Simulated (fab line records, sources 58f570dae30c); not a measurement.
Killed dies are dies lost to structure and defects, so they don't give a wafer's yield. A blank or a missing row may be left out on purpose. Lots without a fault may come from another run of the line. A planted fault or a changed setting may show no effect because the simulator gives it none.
Which tool did it? | flow berkeley_cmos170 | 14 lots, 42 wafers sampled, at 4 steps of a route of 331

WHAT THE GAUGES READ, wafer by wafer
UCB170_M3_OVL_MEAS_16.
lot  | measured     | on         | M3_OVL (nm)
L702 | day 8 22:22  | overlay-01 | 7 4 1
L706 | day 9 15:10  | overlay-02 | -17 -11 -15
L707 | day 9 13:50  | overlay-02 | 5 4 7
L708 | day 10 14:27 | overlay-02 | 6 8 -3
L714 | day 11 19:35 | overlay-02 | 7 1 -1
L715 | day 11 19:50 | overlay-01 | 7 11 3
L712 | day 11 20:59 | overlay-01 | -12 -3 0
L717 | day 12 06:54 | overlay-01 | -3 -4 -1
L718 | day 12 13:12 | overlay-02 | -9 -13 -12
L719 | day 12 21:45 | overlay-02 | -12 6 5
L722 | day 13 12:19 | overlay-01 | 8 5 -1
L721 | day 13 04:59 | overlay-01 | -13 -1 -5
L723 | day 13 17:03 | overlay-01 | 7 6 6
L724 | day 14 04:24 | overlay-01 | -7 -4 -6

UCB170_M3_BOW_MEAS_20.
lot  | measured     | on            | M3_BOW (um)
L702 | day 8 22:55  | film_metro-03 | 38 39 38
L706 | day 9 15:41  | film_metro-03 | 43 31 43
L707 | day 9 14:20  | film_metro-01 | 30 33 39
L708 | day 10 14:56 | film_metro-01 | 39 22 30
L714 | day 11 20:05 | film_metro-03 | 38 33 41
L715 | day 11 20:19 | film_metro-01 | 41 26 39
L712 | day 11 21:31 | film_metro-02 | 24 19 32
L717 | day 12 07:23 | film_metro-02 | 23 29 29
L718 | day 12 13:46 | film_metro-01 | 39 25 33
L719 | day 12 22:15 | film_metro-02 | 35 36 31
L722 | day 13 12:48 | film_metro-02 | 45 50 41
L721 | day 13 05:29 | film_metro-03 | 36 30 38
L723 | day 13 17:43 | film_metro-01 | 35 38 37
L724 | day 14 04:53 | film_metro-03 | 36 24 32

WHICH TOOL RAN EACH LOT (tool, then ch and the chambers of the sampled wafers, then the start)
lot  | UCB170_SDANNEAL_RTA_01           | UCB170_M3_ETCH_17
L702 | rtp_anneal-01 ch 0, day 7 21:12  | rie_diel-04 ch 1,2, day 8 22:24
L706 | rtp_anneal-01 ch 0, day 8 19:38  | rie_diel-04 ch 0,3, day 9 15:11
L707 | rtp_anneal-02 ch 0, day 8 19:48  | rie_diel-01 ch 0,1,2, day 9 13:52
L708 | rtp_anneal-01 ch 0, day 9 13:54  | rie_diel-04 ch 0,1,2, day 10 14:29
L714 | rtp_anneal-02 ch 0, day 10 18:02 | rie_diel-03 ch 0,1,2, day 11 19:37
L715 | rtp_anneal-01 ch 0, day 10 18:22 | rie_diel-04 ch 0,1,3, day 11 19:52
L712 | rtp_anneal-01 ch 0, day 10 18:37 | rie_diel-01 ch 0,2,3, day 11 21:01
L717 | rtp_anneal-01 ch 0, day 11 04:52 | rie_diel-04 ch 1,2,3, day 12 06:56
L718 | rtp_anneal-02 ch 0, day 11 16:11 | rie_diel-04 ch 1,3, day 12 13:14
L719 | rtp_anneal-01 ch 0, day 11 16:58 | rie_diel-04 ch 1,2, day 12 21:47
L722 | rtp_anneal-01 ch 0, day 12 06:39 | rie_diel-03 ch 0,2, day 13 12:21
L721 | rtp_anneal-02 ch 0, day 12 06:58 | rie_diel-03 ch 0,3, day 13 05:01
L723 | rtp_anneal-01 ch 0, day 12 17:18 | rie_diel-03 ch 2,3, day 13 17:05
L724 | rtp_anneal-02 ch 0, day 13 02:31 | rie_diel-01 ch 0,2,3, day 14 04:26
- UCB170_SDANNEAL_RTA_01: time 5 s.
- UCB170_M3_ETCH_17: etches BARC in N2/H2.

WHAT THE TOOLS THEMSELVES READ (means of the sampled wafers that have a number; where no wafer has one, the mark that the record gives instead)
UCB170_SDANNEAL_RTA_01.
lot  | tool          | lamp_power_pct (%) | wafer_temp_C_max
L702 | rtp_anneal-01 | 36.81              | 1054.1
L706 | rtp_anneal-01 | 36.79              | 1054.3
L707 | rtp_anneal-02 | 36.83              | 1055.5
L708 | rtp_anneal-01 | 36.79              | 1053.5
L714 | rtp_anneal-02 | 36.84              | 1057.6
L715 | rtp_anneal-01 | 36.81              | 1054.5
L712 | rtp_anneal-01 | 36.77              | 1053.3
L717 | rtp_anneal-01 | 36.78              | 1054.3
L718 | rtp_anneal-02 | 36.82              | 1056.7
L719 | rtp_anneal-01 | 36.80              | 1052.9
L722 | rtp_anneal-01 | 36.80              | 1053.7
L721 | rtp_anneal-02 | 36.82              | 1057.4
L723 | rtp_anneal-01 | 36.78              | 1054.0
L724 | rtp_anneal-02 | 36.82              | 1057.2

UCB170_M3_ETCH_17.
lot  | tool        | bias_w (W) | drypump_motor_current_A (A) | oes_product_au (a.u.) | throttle_valve_pct (%)
L702 | rie_diel-04 | 99.92      | 5.6                         | 1.02                  | 13.42
L706 | rie_diel-04 | 100.26     | 5.8                         | 0.97                  | 13.71
L707 | rie_diel-01 | 99.90      | 6.2                         | 0.99                  | 13.28
L708 | rie_diel-04 | 100.26     | 5.7                         | 1.00                  | 13.43
L714 | rie_diel-03 | 100.00     | 5.4                         | 1.01                  | 13.20
L715 | rie_diel-04 | 100.14     | 5.7                         | 0.98                  | 13.64
L712 | rie_diel-01 | 100.03     | 6.0                         | 0.98                  | 13.39
L717 | rie_diel-04 | 100.16     | 5.7                         | 1.01                  | 13.48
L718 | rie_diel-04 | 108.17     | 5.7                         | 1.01                  | 13.69
L719 | rie_diel-04 | 108.37     | 5.6                         | 1.03                  | 13.42
L722 | rie_diel-03 | 100.40     | 5.4                         | 1.00                  | 13.16
L721 | rie_diel-03 | 99.98      | 5.4                         | 1.02                  | 13.16
L723 | rie_diel-03 | 99.91      | 5.6                         | 1.03                  | 13.07
L724 | rie_diel-01 | 99.98      | 6.0                         | 0.98                  | 13.38

THE ANSWER, worked out from the rows above alone
Rule: what is usual is taken from the lots themselves. Put in order of their means at a reading, lots are off if they are a third of the lots or fewer, leave a main group of 4 or more, and stand apart from it by a gap of 3 or more times the standard deviation of the main group's means; of several such gaps the widest counts. A main group whose means are all the same, to the digits that the tables above print for the reading, isn't used. A lot without any number at a reading at which 4 lots or more have one is off too. The other lots that the step has rows for count as sound. The gauges are gone through in route order, then the tools' own readings, and for those a lot's mean is taken as printed above. The first step at which some lot is off is used, and at that step the reading that is off furthest; a lot without a number counts as furthest.
Off: L718, L719, at UCB170_M3_ETCH_17 (bias_w). The main group: mean 100.08 W, standard deviation 0.16.
A tool fits if, at that step or a process step before it, it ran every lot that is off, and no sound lot after the first of them. One fits: rie_diel-04 at UCB170_M3_ETCH_17. Its last sound lot is L717 (day 12 06:56), its first lot that is off L718 (day 12 13:14): a fault that began between those two fits.
The tool's own readings at UCB170_M3_ETCH_17 bear it out: on the lots that are off they differ by more than 5 times the standard deviation of the sound lots' means. bias_w reads 108.27 W there against 100.08 W on the sound lots.

WHAT THE SIMULATOR HAD PUT IN
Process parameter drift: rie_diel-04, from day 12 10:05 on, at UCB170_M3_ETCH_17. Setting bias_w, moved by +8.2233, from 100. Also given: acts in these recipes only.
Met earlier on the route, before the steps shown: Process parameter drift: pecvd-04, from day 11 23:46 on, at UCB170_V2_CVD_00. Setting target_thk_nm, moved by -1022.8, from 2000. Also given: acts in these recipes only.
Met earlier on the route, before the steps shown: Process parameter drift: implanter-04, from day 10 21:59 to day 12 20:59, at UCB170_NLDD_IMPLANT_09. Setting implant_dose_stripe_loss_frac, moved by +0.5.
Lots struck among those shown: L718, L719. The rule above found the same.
